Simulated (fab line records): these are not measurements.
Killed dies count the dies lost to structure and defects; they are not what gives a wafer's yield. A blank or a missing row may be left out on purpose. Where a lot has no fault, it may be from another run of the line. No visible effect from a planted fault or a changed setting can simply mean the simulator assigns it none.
fab line records :: flow berkeleyCmos170
record:
  lots: 15
  wafers: 45
  lastDay: 12
route steps=331 shown PFIELD@83
lots that met no fault: taken from a fault-free run of the same line
startH: the number of hours between the record's first day and the start of the first shown wafer of the lot :: waitH: hours since the lot's step before :: " as in the row above :: L1.1+2: a single row standing in for several wafers :: - either no value or no given start :: * or withheld: withheld :: < > ~ a bound
route shown NAME@n: a module of which the file shows steps, and the number in the route of the first :: usual: the fault-free wafers' mean and standard deviation :: same: alike in all rows :: chamber/n: place in a boat :: sites: per-site readings :: _std_site: their standard deviation :: _edge_site: inner sites' mean taken away from outer sites' mean :: radiusMm: how far each site lies from the wafer's centre :: mask NAME#n: copy n :: behind: the tool/chamber that last shaped the wafer :: hold: why the lot went on hold/how many hours it stayed there/how the hold came to an end :: device: names the non-switching transistor (n, p or np) :: end of line: at the end of the route, the tests of the same wafers :: a step given without rows: its recipe and nothing more :: killed: count of dies lost to structure and defects at first sort (not the wafer's yield) :: map: dies across one wafer; x = killed, . = not, _ = none there
set.NAME: the run value of the setting; set.NAME@STEP: its run value at that earlier step :: model.NAME: the simulator's own value behind a step, which no gauge read
a sample of lots followed through the steps of the route, with each step as a table and each wafer as a row
== steps ==
step: UCB170_PFIELD_PEB_04
recipe:
  pebTempC: 130
  pebTimeS: withheld
  resist: KrF
usual:
  chillPlateTempC: 23.02/0.11
  exhaustPa: 45.0/0.82
lot.wafer: L897.2
tool: lithoTrack-01
chamber: 0
startH: 72.59
waitH: 0.4
chillPlateTempC: 22.93
exhaustPa: 43.0

lot.wafer: L897.3
tool: lithoTrack-01
chamber: 0
startH: 72.59
waitH: 0.4
chillPlateTempC: 23.02
exhaustPa: 43.8

lot.wafer: L897.6
tool: lithoTrack-01
chamber: 0
startH: 72.59
waitH: 0.4
chillPlateTempC: 23.03
exhaustPa: 44.9

lot.wafer: L898.1
tool: lithoTrack-03
chamber: 0
startH: 83.51
waitH: 0.3
chillPlateTempC: 23.06
exhaustPa: 46.6

lot.wafer: L898.2
tool: lithoTrack-03
chamber: 0
startH: 83.51
waitH: 0.3
chillPlateTempC: 23.07
exhaustPa: 44.7

lot.wafer: L898.4
tool: lithoTrack-03
chamber: 0
startH: 83.51
waitH: 0.3
chillPlateTempC: 23.03
exhaustPa: 44.5

lot.wafer: L900.1
tool: lithoTrack-03
chamber: 0
startH: 92.23
waitH: 0.1
chillPlateTempC: 23.13
exhaustPa: 46.1

lot.wafer: L900.2
tool: lithoTrack-03
chamber: 0
startH: 92.23
waitH: 0.1
chillPlateTempC: 23.07
exhaustPa: 45.1

lot.wafer: L900.6
tool: lithoTrack-03
chamber: 0
startH: 92.23
waitH: 0.1
chillPlateTempC: 23.09
exhaustPa: 44.8

lot.wafer: L901.3
tool: lithoTrack-01
chamber: 0
startH: 98.98
waitH: 0.8
chillPlateTempC: 23.04
exhaustPa: 44.2

lot.wafer: L901.4
tool: lithoTrack-01
chamber: 0
startH: 98.98
waitH: 0.8
chillPlateTempC: 23.10
exhaustPa: 45.3

lot.wafer: L901.6
tool: lithoTrack-01
chamber: 0
startH: 98.98
waitH: 0.8
chillPlateTempC: 22.92
exhaustPa: 46.6

lot.wafer: L902.2
tool: lithoTrack-01
chamber: 0
startH: 103.15
waitH: 0.2
chillPlateTempC: 23.04
exhaustPa: 43.9

lot.wafer: L902.3
tool: lithoTrack-01
chamber: 0
startH: 103.15
waitH: 0.2
chillPlateTempC: 23.23
exhaustPa: 44.9

lot.wafer: L902.4
tool: lithoTrack-01
chamber: 0
startH: 103.15
waitH: 0.2
chillPlateTempC: 22.97
exhaustPa: 44.6

lot.wafer: L907.2
tool: lithoTrack-01
chamber: -
startH: 135.73
waitH: 0.6
chillPlateTempC: -
exhaustPa: -

lot.wafer: L907.4
tool: lithoTrack-01
chamber: -
startH: 135.73
waitH: 0.6
chillPlateTempC: -
exhaustPa: -

lot.wafer: L907.5
tool: lithoTrack-01
chamber: -
startH: 135.73
waitH: 0.6
chillPlateTempC: -
exhaustPa: -

lot.wafer: L908.2
tool: lithoTrack-04
chamber: -
startH: 136.43
waitH: 1.0
chillPlateTempC: -
exhaustPa: -

lot.wafer: L908.4
tool: lithoTrack-04
chamber: -
startH: 136.43
waitH: 1.0
chillPlateTempC: -
exhaustPa: -

lot.wafer: L908.5
tool: lithoTrack-04
chamber: -
startH: 136.43
waitH: 1.0
chillPlateTempC: -
exhaustPa: -

lot.wafer: L909.3
tool: lithoTrack-04
chamber: -
startH: 143.69
waitH: 0.8
chillPlateTempC: -
exhaustPa: -

lot.wafer: L909.5
tool: lithoTrack-04
chamber: -
startH: 143.69
waitH: 0.8
chillPlateTempC: -
exhaustPa: -

lot.wafer: L909.6
tool: lithoTrack-04
chamber: -
startH: 143.69
waitH: 0.8
chillPlateTempC: -
exhaustPa: -

lot.wafer: L913.2
tool: lithoTrack-03
chamber: 0
startH: 148.68
waitH: 0.5
chillPlateTempC: 23.18
exhaustPa: 44.8

lot.wafer: L913.3
tool: lithoTrack-03
chamber: 0
startH: 148.68
waitH: 0.5
chillPlateTempC: 23.06
exhaustPa: 45.8

lot.wafer: L913.5
tool: lithoTrack-03
chamber: 0
startH: 148.68
waitH: 0.5
chillPlateTempC: 22.94
exhaustPa: 46.2

lot.wafer: L912.1
tool: lithoTrack-04
chamber: 0
startH: 158.21
waitH: 0.3
chillPlateTempC: 22.82
exhaustPa: 44.9

lot.wafer: L912.2
tool: lithoTrack-04
chamber: 0
startH: 158.21
waitH: 0.3
chillPlateTempC: 23.01
exhaustPa: 44.8

lot.wafer: L912.3
tool: lithoTrack-04
chamber: 0
startH: 158.21
waitH: 0.3
chillPlateTempC: 22.98
exhaustPa: 44.3

lot.wafer: L915.4
tool: lithoTrack-01
chamber: 0
startH: 172.21
waitH: 0.1
chillPlateTempC: 22.93
exhaustPa: 44.8

lot.wafer: L915.5
tool: lithoTrack-01
chamber: 0
startH: 172.21
waitH: 0.1
chillPlateTempC: 22.91
exhaustPa: 45.6

lot.wafer: L915.6
tool: lithoTrack-01
chamber: 0
startH: 172.21
waitH: 0.1
chillPlateTempC: 22.86
exhaustPa: 44.7

lot.wafer: L917.2
tool: lithoTrack-04
chamber: 0
startH: 176.72
waitH: 0.1
chillPlateTempC: 22.98
exhaustPa: 45.0

lot.wafer: L917.4
tool: lithoTrack-04
chamber: 0
startH: 176.72
waitH: 0.1
chillPlateTempC: 23.10
exhaustPa: 43.4

lot.wafer: L917.6
tool: lithoTrack-04
chamber: 0
startH: 176.72
waitH: 0.1
chillPlateTempC: 23.11
exhaustPa: 43.6

lot.wafer: L916.2
tool: lithoTrack-01
chamber: 0
startH: 176.83
waitH: 0.1
chillPlateTempC: 22.87
exhaustPa: 44.9

lot.wafer: L916.4
tool: lithoTrack-01
chamber: 0
startH: 176.83
waitH: 0.1
chillPlateTempC: 22.94
exhaustPa: 45.2

lot.wafer: L916.6
tool: lithoTrack-01
chamber: 0
startH: 176.83
waitH: 0.1
chillPlateTempC: 22.82
exhaustPa: 46.1

lot.wafer: L918.1
tool: lithoTrack-01
chamber: 0
startH: 177.13
waitH: 0.1
chillPlateTempC: 23.03
exhaustPa: 45.7

lot.wafer: L918.4
tool: lithoTrack-01
chamber: 0
startH: 177.13
waitH: 0.1
chillPlateTempC: 22.97
exhaustPa: 44.5

lot.wafer: L918.6
tool: lithoTrack-01
chamber: 0
startH: 177.13
waitH: 0.1
chillPlateTempC: 23.01
exhaustPa: 45.1

lot.wafer: L920.2
tool: lithoTrack-03
chamber: 0
startH: 191.67
waitH: 0.1
chillPlateTempC: 23.13
exhaustPa: 45.5

lot.wafer: L920.5
tool: lithoTrack-03
chamber: 0
startH: 191.67
waitH: 0.1
chillPlateTempC: 23.22
exhaustPa: 45.3

lot.wafer: L920.6
tool: lithoTrack-03
chamber: 0
startH: 191.67
waitH: 0.1
chillPlateTempC: 23.13
exhaustPa: 45.7
== key ==
firstSign:
  step: UCB170_PFIELD_PEB_04
  reading: toolRecord
  direction: missing
effect none on later readings
metAt UCB170_PFIELD_PEB_04
struckLots L907,L908,L909
sortLeftOut L907.2,L907.4,L907.5,L908.2,L908.4,L908.5,L909.3,L909.5,L909.6
testerLeftOut L907,L908,L909
onsetBetween 103.15 135.73
fault:
  kind: skippedStepWhole
  tool: lithoTrack-01,lithoTrack-04
  chamber: -
  onsetH: 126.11
  steps: UCB170_PFIELD_PEB_04
  scope: struckLotsOnly
testerLeftOut: of these lots the tester's yield and bins aren't shown, on N5 and GAA mostly nor the transistor test; their killed dies are dies lost to structure and defects alone, not to doping, threshold or leakage, so they don't give the yield
sortLeftOut: the simulated sort isn't trusted on such a fault, so these wafers' sort isn't shown, and their yield isn't known
